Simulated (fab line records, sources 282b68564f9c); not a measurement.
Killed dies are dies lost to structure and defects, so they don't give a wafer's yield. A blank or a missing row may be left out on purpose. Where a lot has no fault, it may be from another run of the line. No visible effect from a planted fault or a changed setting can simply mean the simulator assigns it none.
A lot that was struck, set against a sound lot :: flow rit cmos :: 34 steps out of a route of 202
Sound: wafers L859.1, L859.5, L859.6. The struck wafers were L878.2, L878.3, L878.5. The cause is given at the end.
Each step with rows lists, per side, the tool, then ch with its chambers, then its first start. Under that, the readings that differ: sound wafers :: struck wafers :: difference of the means :: sigmas: that difference in standard deviations of wafers without a fault.
alike: words and numbers the same on both sides, and readings whose means are apart by under 2 such deviations; not compared: readings that were withheld, readings missing a value for some wafer, numbers with overlapping values and no deviation given by the record, and bounds like >300 which may hide the same value.
Wherever a step has rows on one side only, a row that says differs or no value, or a row with sigmas, the two part there. When numbers do not overlap yet have no deviation, they are printed without sigmas and do not part them. Lack of a reading on every wafer of one side parts them only where that side has two or more wafers.

RIT_ACTIVE_BOW_MEAS_00:
  sound on film metro-03 at day 1 15:00; struck on film metro-02 at day 5 14:01
  alike: INCOMING_BOW
then, 1 step without rows for these wafers: RIT_ACTIVE_OXIDATION_01 (target thk 46.8 nm, ox time 3360 s).
RIT_ACTIVE_THK_MEAS_02:
  sound on film metro-02 at day 1 17:03; struck on film metro-04 at day 5 16:04
reading: ACTIVE_OXIDE_THK (nm)
sound: 46.2 45.9 45.4
struck: 48.5 48.3 47.9
difference: +2.4
sigmas: +2
RIT_ACTIVE_CVD_03: deposits Si3N4 from SiH2Cl2/NH3, target thk 150 nm, time 1500 s.
  sound on lpcvd-01 ch 1, day 1 17:07; struck on lpcvd-02 ch 0, day 5 16:07
reading: susceptor temp C (C)
sound: 809.3 809.6 810.2
struck: - - -
difference: no value on the struck wafers
sigmas: 

reading: model.Si3N4_of_ACTIVE_CVD_03.thk nm (nm)
sound: 149.7 149.8 149.4
struck: 122.9 123.2 121.8
difference: -27.0
sigmas: 
RIT_ACTIVE_THK_MEAS_04:
  sound on film metro-03 at day 1 18:32; struck on film metro-02 at day 5 17:46
reading: ACTIVE_NITRIDE_THK (nm)
sound: 149.7 149.8 149.5
struck: 122.9 123.2 121.8
difference: -27.0
sigmas: -19
  not compared: hold
then, 5 steps without rows for these wafers: RIT_ACTIVE_COAT_06 (resist thk 1000 nm); RIT_ACTIVE_SOFTBAKE_07 (time 60 s); RIT_ACTIVE_EXPOSE_08 (exposes mask M1, target cd 1400 nm); RIT_ACTIVE_PEB_09; RIT_ACTIVE_DEVELOP_10 (develop time 50 s).
RIT_ACTIVE_CD_MEAS_11: the cd target is 1400 nm.
  sound on cd sem-01 at day 1 19:40; struck on cd sem-01 at day 5 20:53
  alike: cd nm
then, 1 step without rows for these wafers: RIT_ACTIVE_HARDBAKE_12 (time 60 s).
RIT_ACTIVE_ETCH_13: etches Si3N4 in SF6, stops on SiO2, time 210 s, target depth 210 nm.
  sound on rie diel-04 ch 0,2,3, day 1 19:56; struck on rie diel-04 ch 0,1,3, day 5 22:53
reading: oes product au (a.u.)
sound: 0.801 0.825 0.794
struck: 0.750 0.734 0.728
difference: -0.069
sigmas: -5

reading: model.ACTIVE.feature depth nm (nm)
sound: 149.7 149.8 149.4
struck: 122.9 123.2 121.8
difference: -27.0
sigmas: 

reading: model.etch.depth nm (nm)
sound: 149.7 149.8 149.4
struck: 122.9 123.2 121.8
difference: -27.0
sigmas: 
  alike: drypump motor current A, throttle valve pct
  not compared: rf hours counter h
RIT_ACTIVE_STRIP_14: strips in O2, time 180 s.
  sound on plasma asher-04 ch 0,1, day 1 20:04; struck on plasma asher-04 ch 0,1, day 5 23:01
  alike: drypump motor current A
  not compared: rf hours counter h
RIT_ACTIVE_CD_MEAS_90: the cd target is 1400 nm.
  sound on cd sem-02 at day 1 20:15; struck on cd sem-02 at day 5 23:13
  alike: cd nm
then, 3 steps without rows for these wafers: RIT_ACTIVE_CLEAN_15 (cleans in SC1, time 600 s); RIT_ACTIVE_CLEAN_16 (cleans in dHF, time 30 s); RIT_ACTIVE_CLEAN_17 (cleans in SC2, time 600 s).
RIT_FOX1_OXIDATION_00: target thk 350.7 nm, ox time 1130 s.
  sound on furnace-01 ch 0, day 1 20:44; struck on furnace-03 ch 0, day 6 00:13
  not compared: model.SiO2_of_FOX1_OXIDATION_00.thk nm
RIT_FOX1_THK_MEAS_01:
  sound on film metro-04 at day 1 22:03; struck on film metro-02 at day 6 01:33
  alike: FOX1_OXIDE_THK
then, 1 step without rows for these wafers: RIT_FOX1_WET_ETCH_02 (etches SiO2 in BOE, target depth 350 nm, time 390 s).
RIT_FOX2_OXIDATION_00: target thk 350.7 nm, ox time 1130 s.
  sound on furnace-01 ch 0, day 1 22:14; struck on furnace-02 ch 0, day 6 02:03
reading: model.SiO2_of_FOX2_OXIDATION_00.thk nm (nm)
sound: 348.8 348.7 346.3
struck: 356.9 353.2 354.9
difference: +7.1
sigmas: 
RIT_FOX2_THK_MEAS_01:
  sound on film metro-01 at day 1 23:33; struck on film metro-01 at day 6 03:23
  alike: FOX2_OXIDE_THK
RIT_FOX2_CLEAN_02: cleans in dHF, time 180 s.
  sound on wet bench-02 ch 3, day 1 23:37; struck on wet bench-01 ch 1, day 6 04:12
reading: model.Si3N4_of_ACTIVE_CVD_03.thk nm (nm)
sound: 130.5 130.6 130.2
struck: 103.7 103.9 102.5
difference: -27.1
sigmas: 
then, 1 step without rows for these wafers: RIT_FOX2_WET_ETCH_03 (etches Si3N4 in H3PO4, target depth 195 nm, time 2700 s).
RIT_FOX2_THK_MEAS_90:
  sound on film metro-01 at day 2 00:26; struck on film metro-01 at day 6 05:45
  alike: FIELD_OXIDE_LEFT_1_THK
then, 6 steps without rows for these wafers: RIT_NWELL_HMDS_00 (prime time 60 s); RIT_NWELL_COAT_01 (resist thk 1300 nm); RIT_NWELL_SOFTBAKE_02 (time 60 s); RIT_NWELL_EXPOSE_03 (exposes mask M2, target cd 43900 nm); RIT_NWELL_PEB_04; RIT_NWELL_DEVELOP_05 (develop time 68 s).
RIT_REOX_OXIDATION_03: target thk 25.2 nm, ox time 5580 s.
  sound on furnace-03 ch 0, day 2 18:06; struck on furnace-03 ch 0, day 7 06:20
reading: model.SiO2_of_REOX_OXIDATION_03.thk nm (nm)
sound: 25.08 25.42 25.37
struck: 26.3 26.28 25.95
difference: +0.9
sigmas: 
RIT_M1_PROBE_99:
  sound on prober-02 at day 3 13:23; struck on prober-02 at day 8 02:30
  alike: killed at contacts, killed at front end, killed dies, killed open, killed short

WHERE THEY PART
Earliest at RIT_ACTIVE_THK_MEAS_02; latest, in this record, at RIT_ACTIVE_ETCH_13. Later steps at which nothing parts them and some readings are alike: RIT_ACTIVE_STRIP_14, RIT_ACTIVE_CD_MEAS_90, RIT_FOX1_THK_MEAS_01, RIT_FOX2_THK_MEAS_01, RIT_FOX2_THK_MEAS_90, RIT_M1_PROBE_99.

WHY: whatever the simulator had introduced
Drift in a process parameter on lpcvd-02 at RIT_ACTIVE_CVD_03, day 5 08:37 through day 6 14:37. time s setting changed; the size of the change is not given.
